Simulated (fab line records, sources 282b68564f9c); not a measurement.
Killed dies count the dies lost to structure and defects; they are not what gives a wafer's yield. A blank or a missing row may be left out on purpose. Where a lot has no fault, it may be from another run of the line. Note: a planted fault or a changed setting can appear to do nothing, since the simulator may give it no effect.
The tool behind it: which one? ; flow rit-cmos ; 14 lots with 42 wafers sampled at 5 steps, on a route of 202 steps

== WHAT THE GAUGES SHOWED, per wafer ==
RIT_FOX2_THK_MEAS_01.
lot;measured;on;FOX2_OXIDE_THK (nm)
L190;day 2 06:30;film-metro-02;352 345 353
L191;day 2 17:49;film-metro-04;350 346 349
L192;day 2 22:01;film-metro-02;353 352 352
L193;day 3 02:21;film-metro-02;356 355 351
L194;day 3 02:21;film-metro-04;348 356 354
L197;day 3 20:13;film-metro-02;351 351 356
L198;day 3 22:14;film-metro-02;351 357 351
L200;day 4 09:43;film-metro-02;340 341 338
L201;day 4 14:47;film-metro-02;361 356 359
L206;day 5 12:26;film-metro-04;346 348 345
L207;day 5 19:50;film-metro-03;351 349 360
L208;day 6 00:36;film-metro-04;357 353 356
L209;day 6 07:14;film-metro-02;351 356 350
L210;day 6 12:31;film-metro-02;362 359 367

RIT_CONTACT_CD_MEAS_08: the cd target is 1000 nm.
lot;measured;on;cd-nm (nm)
L190;day 3 16:48;cd-sem-01;999.5 1000.9 1002.9
L191;day 4 06:48;cd-sem-02;997.9 997.6 997.0
L192;day 4 11:38;cd-sem-02;996.8 997.9 999.0
L193;day 4 14:25;cd-sem-02;1000.5 1001.3 1000.3
L194;day 4 14:40;cd-sem-02;1000.4 998.8 996.9
L197;day 5 08:47;cd-sem-01;998.5 998.5 996.1
L198;day 5 09:08;cd-sem-02;1002.7 1002.4 1002.8
L200;day 5 23:11;cd-sem-02;- - -
L201;day 6 01:17;cd-sem-02;- - -
L206;day 7 05:40;cd-sem-02;996.3 999.8 997.9
L207;day 7 10:49;cd-sem-02;1002.0 999.8 1001.7
L208;day 7 20:51;cd-sem-01;1000.9 1002.0 999.3
L209;day 8 03:13;cd-sem-02;999.7 1001.2 1002.1
L210;day 8 12:17;cd-sem-02;1001.7 1000.0 999.5

RIT_CONTACT_CD_MEAS_90: the cd target is 1000 nm.
lot;measured;on;cd-nm (nm)
L190;day 3 17:29;cd-sem-02;998.2 1000.8 1001.8
L191;day 4 07:29;cd-sem-01;998.0 997.5 996.9
L192;day 4 12:25;cd-sem-01;997.0 997.2 999.6
L193;day 4 15:05;cd-sem-02;1000.6 1001.2 1000.9
L194;day 4 15:20;cd-sem-01;1000.8 998.3 997.0
L197;day 5 09:37;cd-sem-02;998.3 998.5 996.1
L198;day 5 09:48;cd-sem-02;1002.2 1002.8 1002.4
L200;day 6 00:02;cd-sem-02;- - -
L201;day 6 01:58;cd-sem-01;- - -
L206;day 7 06:21;cd-sem-01;995.5 999.7 997.2
L207;day 7 11:30;cd-sem-01;1001.0 999.1 1001.7
L208;day 7 21:31;cd-sem-01;1001.0 1001.8 998.7
L209;day 8 03:53;cd-sem-01;999.2 1001.1 1001.4
L210;day 8 13:01;cd-sem-01;1001.0 999.4 998.9

== WHICH TOOL RAN EACH LOT (tool, then ch and the chambers of the sampled wafers, then the start) ==
lot;RIT_GATE_STRIP_20;RIT_CONTACT_COAT_03
L190;plasma-asher-03 ch 0,1, day 3 01:14;litho-track-02 ch 0, day 3 15:52
L191;plasma-asher-04 ch 0,1, day 3 15:11;litho-track-04 ch 0, day 4 05:50
L192;plasma-asher-02 ch 0,1, day 3 20:37;litho-track-04 ch 0, day 4 10:32
L193;plasma-asher-04 ch 0,1, day 3 22:08;litho-track-03 ch 0, day 4 13:29
L194;plasma-asher-02 ch 0,1, day 3 23:41;litho-track-02 ch 0, day 4 13:42
L197;plasma-asher-04 ch 0,1, day 4 15:15;litho-track-03 ch 0, day 5 07:58
L198;plasma-asher-04 ch 0,1, day 4 18:15;litho-track-04 ch 0, day 5 08:12
L200;plasma-asher-02 ch 0,1, day 5 07:02;litho-track-02, day 5 22:22
L201;plasma-asher-04 ch 0,1, day 5 10:04;litho-track-03, day 6 00:28
L206;plasma-asher-03 ch 0,1, day 6 13:35;litho-track-04 ch 0, day 7 04:51
L207;plasma-asher-03 ch 0,1, day 6 17:38;litho-track-04 ch 0, day 7 09:53
L208;plasma-asher-03 ch 0,1, day 7 04:04;litho-track-02 ch 0, day 7 20:02
L209;plasma-asher-02 ch 0,1, day 7 09:10;litho-track-02 ch 0, day 8 02:16
L210;plasma-asher-03 ch 0,1, day 7 16:32;litho-track-03 ch 0, day 8 11:15
- RIT_GATE_STRIP_20: strips in O2, time 180 s.
- RIT_CONTACT_COAT_03: resist thk 1000 nm.

== WHAT THE TOOLS THEMSELVES READ (means of the sampled wafers that have a number; where no wafer has one, the mark that the record gives instead) ==
RIT_GATE_STRIP_20.
lot;tool;drypump-motor-current-A (A)
L190;plasma-asher-03;5.7
L191;plasma-asher-04;5.5
L192;plasma-asher-02;6.1
L193;plasma-asher-04;5.5
L194;plasma-asher-02;6.2
L197;plasma-asher-04;5.5
L198;plasma-asher-04;5.5
L200;plasma-asher-02;6.1
L201;plasma-asher-04;5.4
L206;plasma-asher-03;5.7
L207;plasma-asher-03;5.7
L208;plasma-asher-03;5.7
L209;plasma-asher-02;6.2
L210;plasma-asher-03;5.7

RIT_CONTACT_COAT_03.
lot;tool;chill-plate-temp-C (C);dispense-pressure-kPa (kPa);resist-line-temp-C (C)
L190;litho-track-02;23.01;47.2;22.97
L191;litho-track-04;23.11;42.1;23.04
L192;litho-track-04;22.87;42.1;22.94
L193;litho-track-03;22.89;44.0;22.91
L194;litho-track-02;22.87;47.3;23.05
L197;litho-track-03;23.02;44.0;23.00
L198;litho-track-04;22.90;42.1;22.91
L200;litho-track-02;-;-;-
L201;litho-track-03;-;-;-
L206;litho-track-04;23.01;42.2;23.08
L207;litho-track-04;23.02;42.1;22.91
L208;litho-track-02;23.02;47.2;23.25
L209;litho-track-02;22.94;47.2;22.98
L210;litho-track-03;22.97;43.9;23.16

== THE ANSWER, worked out from the rows above alone ==
Rule: the usual values come from the lots themselves. The widest of any qualifying gaps counts: lots, ordered by their means at a reading, are off when they make up no more than a third of the lots, leave a main group of 4 or more, and stand apart from it by 3 or more times the standard deviation of that group's means. If all means in a main group match to the digits the tables above print for the reading, that group is not used. A lot without any number at a reading at which 4 lots or more have one is off too. All remaining lots with rows at the step are treated as sound. First the gauges in route order, then the tools' own readings, where a lot's mean is used as printed above. At the first step where some lot is off, the reading lying furthest off is the one used; lots without a number count as furthest.
Off: L200, L201 (RIT_CONTACT_CD_MEAS_08, cd-nm). Without a number there: L200, L201. Main group: mean 999.8 nm, sd 1.7.
A tool fits if, at a process step before that reading, it ran every lot that is off, and no sound lot after the first of them. The gauges at RIT_CONTACT_CD_MEAS_08 aren't tried: what is off there is off at RIT_CONTACT_COAT_03 too, on other tools, and a gauge's error can't cause that. Of those tried, none fits.

== WHAT THE SIMULATOR HAD INSERTED ==
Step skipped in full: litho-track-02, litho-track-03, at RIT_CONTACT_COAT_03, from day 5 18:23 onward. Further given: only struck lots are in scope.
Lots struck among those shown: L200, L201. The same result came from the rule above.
